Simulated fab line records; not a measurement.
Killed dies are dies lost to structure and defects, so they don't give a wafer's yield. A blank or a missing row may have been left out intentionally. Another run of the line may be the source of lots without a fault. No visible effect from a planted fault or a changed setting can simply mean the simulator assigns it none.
fab line records -- flow berkeley_cmos170
record lots=14, wafers=42, last_day=13
route steps=331 shown GATE@141 SILICIDE@212 M2@291 M3@327
lots with no fault: from the same line, run without faults
start_h: hours from the record's opening day to when the first of the lot's shown wafers began -- wait_h: hours since the lot's step before -- " the same as in the row above -- L1.1+2: a single row standing in for several wafers -- - no value, or no start was given -- * or withheld: withheld -- < > ~ a bound
route shown NAME@n: names a module that has steps shown in the file, with the first one's number in the route -- usual: average and standard deviation across the fault-free wafers -- same: alike in all rows -- chamber/n: place in a boat -- sites: readings site by site -- _std_site: their standard deviation -- _edge_site: inner sites' mean taken away from outer sites' mean -- radius_mm: how far each site lies from the wafer's centre -- mask NAME#n: copy n -- behind: the most recent tool/chamber to have shaped the wafer -- hold: cause of the lot's hold/its duration in hours/its outcome -- device: which transistor (n, p or np) failed to switch -- end of line: at the end of the route, the tests of the same wafers -- a step with no rows: only its recipe -- killed: not the wafer's yield, but the dies lost to structure and defects at the first sort -- map: the dies of a wafer, with x for killed, . for not killed, _ for no die there
set.NAME: the setting the step ran with; set.NAME@STEP: the setting that earlier step ran with -- model.NAME: the simulator's own value behind a step, which no gauge read
the route's steps for a sample of lots (tables are steps, rows are wafers)
services: from which hour (start_h, from the record's first day; less than 0 if before it) a tool's chamber was out of use, for how many hours, and why
## steps
# step UCB170_GATE_ETCH_15
# recipe chemistry=HBr/Cl2, target=poly-Si, stop_on=SiO2, over_etch_frac=0.3, icp_w=300, bias_w=150, time_s=56.3, pressure_mtorr=15, HBr_flow_sccm=150, Cl2_flow_sccm=50, target_depth_a=2782
# usual chamber_pressure_mTorr=15.000/0.012, drypump_motor_current_A=5.9/0.57, oes_product_au=0.830/0.01, run_length_s=84.6/0.57, throttle_valve_pct=26.49/0.22
lot.wafer,tool,chamber,start_h,wait_h,chamber_pressure_mTorr,drypump_motor_current_A,oes_product_au,rf_hours_counter_h,run_length_s,throttle_valve_pct
L749.1,rie_si-01,2,156.45,-,15.003,5.9,0.826,83,84.1,26.20
L749.3,rie_si-01,0,156.45,-,14.995,5.4,0.830,1,83.7,26.42
L749.6,rie_si-01,3,156.45,-,15.006,4.9,0.834,-,84.3,26.79
L748.2,rie_si-02,3,156.57,-,15.003,6.0,0.819,16,85.0,26.29
L748.4,rie_si-02,1,156.57,-,14.997,5.8,0.837,2,85.0,26.72
L748.6,rie_si-02,1,156.57,-,14.999,5.8,0.848,-,85.3,26.74
L751.1,rie_si-01,0,165.53,-,14.990,5.5,0.823,1,83.8,26.44
L751.2,rie_si-01,2,165.53,-,14.995,5.9,0.816,83,83.8,26.22
L751.5,rie_si-01,2,165.53,-,14.996,5.9,0.820,-,83.7,26.20
L750.2,rie_si-01,2,166.05,-,14.992,5.8,0.841,83,83.6,26.22
L750.3,rie_si-01,3,166.05,-,15.002,4.9,0.841,2,84.5,26.81
L750.5,rie_si-01,2,166.05,-,15.002,5.8,0.839,-,84.3,26.20
L754.2,rie_si-01,0,173.10,-,15.006,5.5,0.833,1,84.6,26.44
L754.3,rie_si-01,2,173.10,-,15.009,5.9,0.827,83,83.8,26.21
L754.5,rie_si-01,1,173.10,-,15.011,6.1,0.839,-,84.6,26.64
L756.1,rie_si-02,2,188.71,-,15.002,6.6,0.991,1,62.3,26.55
L756.4,rie_si-02,1,188.71,-,14.968,5.8,1.011,2,62.5,26.75
L756.6,rie_si-02,3,188.71,-,14.992,6.0,1.002,-,62.4,26.28
L757.2,rie_si-02,3,189.40,-,14.974,6.0,1.017,16,62.3,26.30
L757.5,rie_si-02,0,189.40,-,15.004,6.8,1.012,-,62.7,26.31
L757.6,rie_si-02,3,189.40,-,15.006,6.0,1.007,-,62.3,26.29
L760.1,rie_si-01,3,205.88,-,15.029,4.9,0.836,2,84.7,26.79
L760.3,rie_si-01,2,205.88,-,15.011,5.8,0.827,83,83.6,26.22
L760.6,rie_si-01,2,205.88,-,15.023,5.9,0.822,-,84.3,26.21
L761.1,rie_si-01,3,206.38,-,15.010,4.9,0.850,2,84.2,26.80
L761.2,rie_si-01,2,206.38,-,15.023,5.9,0.828,83,83.7,26.21
L761.3,rie_si-01,1,206.38,-,14.994,6.1,0.841,88,84.2,26.64
L764.1,rie_si-01,2,229.68,-,14.988,5.8,0.839,84,83.6,26.21
L764.3,rie_si-01,1,229.68,-,14.996,6.1,0.834,89,84.4,26.65
L764.6,rie_si-01,0,229.68,-,14.997,5.5,0.829,-,84.0,26.43
L767.3,rie_si-01,1,243.94,-,15.004,6.1,0.830,89,84.3,26.65
L767.5,rie_si-01,3,243.94,-,14.992,4.9,0.827,-,84.7,26.79
L767.6,rie_si-01,2,243.94,-,14.999,5.8,0.819,-,83.9,26.21
L766.3,rie_si-01,2,244.18,-,15.014,5.9,0.817,84,83.7,26.23
L766.4,rie_si-01,0,244.18,-,15.012,5.5,0.833,2,84.3,26.42
L766.5,rie_si-01,3,244.18,-,14.996,4.9,0.833,-,84.1,26.81
L769.2,rie_si-01,0,259.55,-,14.994,5.5,0.827,2,84.0,26.45
L769.3,rie_si-01,3,259.55,-,15.000,4.9,0.845,2,84.2,26.80
L769.4,rie_si-01,2,259.55,-,14.985,5.9,0.836,-,84.0,26.22
L771.1,rie_si-01,3,270.75,-,15.010,4.9,0.843,2,84.1,26.82
L771.2,rie_si-01,0,270.75,-,15.008,5.5,0.837,2,83.7,26.44
L771.5,rie_si-01,3,270.75,-,15.009,4.9,0.856,-,84.6,26.80
# step UCB170_SILICIDE_RS_MEAS_02
# recipe thk_meas_gauge=four-point-probe, reads=Ti_of_SILICIDE_SPUTTER_01
# usual SILICIDE_TI_RS=26.1/0.3
lot.wafer,tool,chamber,start_h,wait_h,SILICIDE_TI_RS[ohm/sq]
L749.1,film_metro-03,-,176.69,0.0,26.1
L749.3,film_metro-03,-,176.69,0.0,26.2
L749.6,film_metro-03,-,176.69,0.0,26.3
L748.2,film_metro-02,-,178.28,0.0,26.6
L748.4,film_metro-02,-,178.28,0.0,26.5
L748.6,film_metro-02,-,178.28,0.0,26.7
L751.1,film_metro-01,-,187.06,0.0,26.6
L751.2,film_metro-01,-,187.06,0.0,26.3
L751.5,film_metro-01,-,187.06,0.0,26.5
L750.2,film_metro-01,-,187.83,0.0,26.4
L750.3,film_metro-01,-,187.83,0.0,26.2
L750.5,film_metro-01,-,187.83,0.0,26.2
L754.2,film_metro-02,-,189.95,0.0,26.0
L754.3,film_metro-02,-,189.95,0.0,26.0
L754.5,film_metro-02,-,189.95,0.0,26.2
L760.1,film_metro-02,-,224.13,0.0,26.0
L760.3,film_metro-02,-,224.13,0.0,26.0
L760.6,film_metro-02,-,224.13,0.0,25.7
L761.1,film_metro-03,-,224.41,0.0,25.4
L761.2,film_metro-03,-,224.41,0.0,25.9
L761.3,film_metro-03,-,224.41,0.0,25.5
L764.1,film_metro-02,-,248.77,0.0,26.6
L764.3,film_metro-02,-,248.77,0.0,26.4
L764.6,film_metro-02,-,248.77,0.0,26.7
L766.3,film_metro-01,-,264.59,0.2,26.2
L766.4,film_metro-01,-,264.59,0.2,26.2
L766.5,film_metro-01,-,264.59,0.2,26.1
L767.3,film_metro-02,-,265.01,0.1,25.8
L767.5,film_metro-02,-,265.01,0.1,25.5
L767.6,film_metro-02,-,265.01,0.1,25.6
L769.2,film_metro-02,-,277.51,0.1,25.9
L769.3,film_metro-02,-,277.51,0.1,26.1
L769.4,film_metro-02,-,277.51,0.1,25.9
L771.1,film_metro-01,-,289.30,0.0,26.1
L771.2,film_metro-01,-,289.30,0.0,25.9
L771.5,film_metro-01,-,289.30,0.0,26.1
# step UCB170_M2_CD_MEAS_90
# recipe target_cd_nm=700
# usual cd_nm=700.3/2.6
lot.wafer,tool,chamber,start_h,wait_h,cd_nm
L749.1,cd_sem-02,-,191.17,0.1,697.6
L749.3,cd_sem-02,-,191.17,0.1,696.2
L749.6,cd_sem-02,-,191.17,0.1,699.8
L748.2,cd_sem-01,-,193.43,0.1,700.9
L748.4,cd_sem-01,-,193.43,0.1,700.8
L748.6,cd_sem-01,-,193.43,0.1,703.8
L751.1,cd_sem-02,-,204.71,0.1,697.8
L751.2,cd_sem-02,-,204.71,0.1,693.7
L751.5,cd_sem-02,-,204.71,0.1,700.0
L750.2,cd_sem-01,-,209.68,0.1,702.0
L750.3,cd_sem-01,-,209.68,0.1,702.6
L750.5,cd_sem-01,-,209.68,0.1,701.8
L754.2,cd_sem-02,-,210.48,0.1,703.3
L754.3,cd_sem-02,-,210.48,0.1,699.7
L754.5,cd_sem-02,-,210.48,0.1,702.4
L760.1,cd_sem-02,-,240.51,0.1,701.7
L760.3,cd_sem-02,-,240.51,0.1,704.4
L760.6,cd_sem-02,-,240.51,0.1,703.9
L761.1,cd_sem-01,-,240.75,0.1,700.1
L761.2,cd_sem-01,-,240.75,0.1,698.1
L761.3,cd_sem-01,-,240.75,0.1,699.1
L764.1,cd_sem-02,-,266.73,0.1,701.9
L764.3,cd_sem-02,-,266.73,0.1,698.0
L764.6,cd_sem-02,-,266.73,0.1,698.2
L766.3,cd_sem-02,-,278.86,0.1,700.6
L766.4,cd_sem-02,-,278.86,0.1,700.8
L766.5,cd_sem-02,-,278.86,0.1,697.8
L767.3,cd_sem-01,-,284.50,0.3,702.7
L767.5,cd_sem-01,-,284.50,0.3,696.5
L767.6,cd_sem-01,-,284.50,0.3,700.5
L769.2,cd_sem-02,-,294.49,0.1,697.9
L769.3,cd_sem-02,-,294.49,0.1,699.4
L769.4,cd_sem-02,-,294.49,0.1,699.1
L771.1,cd_sem-01,-,302.94,0.1,699.9
L771.2,cd_sem-01,-,302.94,0.1,703.5
L771.5,cd_sem-01,-,302.94,0.1,702.5
# step UCB170_M3_METAL_ETCH_18
# recipe chemistry=Cl2/BCl3, target=Al, stop_on=SiO2, pressure_mtorr=12, target_depth_a=11700, over_etch_frac=0.3, time_s=195, icp_w=600, bias_w=120, Cl2_flow_sccm=90, bcl3_flow_sccm=45
# usual chamber_pressure_mTorr=12.000/0.011, drypump_motor_current_A=6.1/0.41, oes_product_au=0.855/0.017, run_length_s=223.7/0.73, throttle_valve_pct=24.39/0.13
lot.wafer,tool,chamber,start_h,wait_h,chamber_pressure_mTorr,drypump_motor_current_A,oes_product_au,rf_hours_counter_h,run_length_s,throttle_valve_pct
L749.1,rie_metal-02,0,196.32,-,12.002,5.3,0.831,1.7,223.0,24.48
L749.3,rie_metal-02,0,196.32,-,12.001,5.4,0.841,-,223.1,24.47
L749.6,rie_metal-02,1,196.32,-,12.005,6.4,0.859,-,223.9,24.14
L748.2,rie_metal-01,0,198.19,-,11.997,5.8,0.882,7.8,223.5,24.51
L748.4,rie_metal-01,0,198.19,-,12.004,5.8,0.877,-,223.2,24.52
L748.6,rie_metal-01,0,198.19,-,12.000,5.8,0.886,-,223.2,24.51
L751.1,rie_metal-04,1,212.09,-,12.014,6.4,0.830,6.0,224.4,24.43
L751.2,rie_metal-04,0,212.09,-,11.992,6.2,0.871,1.1,224.1,24.44
L751.5,rie_metal-04,0,212.09,-,11.991,6.2,0.871,-,224.3,24.44
L750.2,rie_metal-04,1,217.32,-,12.031,6.5,0.841,6.2,223.9,24.45
L750.3,rie_metal-04,1,217.32,-,11.996,6.5,0.840,-,223.9,24.44
L750.5,rie_metal-04,0,217.32,-,11.999,6.2,0.868,-,224.2,24.45
L754.2,rie_metal-01,1,217.60,-,11.994,6.5,0.833,1.8,222.8,24.43
L754.3,rie_metal-01,0,217.60,-,12.004,5.8,0.873,-,223.6,24.51
L754.5,rie_metal-01,1,217.60,-,12.008,6.5,0.838,-,223.1,24.42
L761.1,rie_metal-04,1,246.89,-,11.988,6.5,0.845,7.1,224.3,24.43
L761.2,rie_metal-04,0,246.89,-,12.007,6.2,0.877,2.2,223.9,24.44
L761.3,rie_metal-04,0,246.89,-,12.008,6.1,0.870,-,224.0,24.44
L760.1,rie_metal-01,0,247.53,-,11.989,5.8,0.882,9.4,223.9,24.53
L760.3,rie_metal-01,0,247.53,-,11.984,5.8,0.888,-,223.1,24.51
L760.6,rie_metal-01,0,247.53,-,11.972,5.8,0.883,-,223.0,24.52
L764.1,rie_metal-02,1,272.03,-,11.981,6.4,0.873,6.4,223.6,24.13
L764.3,rie_metal-02,1,272.03,-,11.988,6.4,0.865,-,224.2,24.14
L764.6,rie_metal-02,0,272.03,-,12.013,5.4,0.849,-,223.2,24.45
L766.3,rie_metal-04,1,286.86,-,12.007,6.5,0.840,-,224.1,24.42
L766.4,rie_metal-04,0,286.86,-,12.013,6.1,0.879,-,224.2,24.43
L766.5,rie_metal-04,0,286.86,-,12.006,6.1,0.876,-,224.5,24.47
L767.3,rie_metal-01,1,290.32,-,12.002,6.5,0.830,-,223.1,24.43
L767.5,rie_metal-01,0,290.32,-,11.981,5.8,0.874,-,223.2,24.50
L767.6,rie_metal-01,1,290.32,-,12.017,6.5,0.834,-,223.0,24.45
L769.2,rie_metal-04,0,299.75,-,11.989,6.1,0.876,3.4,223.9,24.45
L769.3,rie_metal-04,1,299.75,-,11.991,6.5,0.840,-,223.7,24.44
L769.4,rie_metal-04,0,299.75,-,11.999,6.2,0.878,-,224.0,24.44
L771.1,rie_metal-02,1,308.84,-,12.002,6.4,0.860,7.6,223.4,24.13
L771.2,rie_metal-02,0,308.84,-,11.990,5.4,0.845,4.9,223.0,24.45
L771.5,rie_metal-02,1,308.84,-,11.997,6.4,0.860,-,223.6,24.14
## services
tool,chamber,start_h,hours,kind
rie_metal-04,0,147.04,-,clean
rie_metal-04,0,147.04,19.3,scheduled_down
rie_metal-04,0,147.04,19.3,vent_cycle
rie_metal-01,1,157.50,-,clean
rie_metal-01,1,157.50,11.2,scheduled_down
rie_metal-01,1,157.50,11.2,vent_cycle
rie_si-02,-,167.47,4.0,repair
rie_si-02,-,177.95,0.4,repair
rie_metal-01,0,203.16,5.5,repair
rie_si-02,-,203.72,20.0,repair
rie_metal-02,0,212.57,7.1,repair
rie_metal-01,-,214.52,0.7,repair
rie_si-02,2,236.45,6.0,repair
rie_metal-02,-,257.60,2.8,pm
rie_si-01,1,258.32,2.7,repair
rie_si-01,1,303.43,-,clean
## key
first_sign step=UCB170_GATE_ETCH_15, reading=run_length_s, direction=down, sigmas=39, usual=*, struck=*
effect step=UCB170_GATE_ETCH_15, reading=oes_product_au, direction=up, sigmas=17, usual=0.830, struck=1.007
more_kills_born_at UCB170_GATE_ETCH_15@rie_si-02=783
met_at UCB170_GATE_ETCH_15
struck_lots L756,L757
later_rows_left_out L756.1,L756.4,L756.6,L757.2,L757.5,L757.6
sort_left_out L756.1,L756.4,L756.6
tester_left_out L756,L757
not_acting_at UCB170_SILICIDE_RS_MEAS_02,UCB170_M2_CD_MEAS_90,UCB170_M3_METAL_ETCH_18
onset_between 156.57 188.71
fault kind=process_parameter_drift, tool=rie_si-02, chamber=-, onset_h=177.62, steps=UCB170_GATE_ETCH_15, channel=time_s, offset=*, shape=step, end_h=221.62, stated=*
# tester_left_out: of these lots the tester's yield and bins aren't shown, on N5 and GAA mostly nor the transistor test; their killed dies are dies lost to structure and defects alone, not to doping, threshold or leakage, so they don't give the yield
# sort_left_out: the simulated sort isn't trusted on such a fault, so these wafers' sort isn't shown, and their yield isn't known
# later_rows_left_out: the simulator's readings of these wafers behind a module that went badly wrong aren't trusted and aren't shown, but for the sort
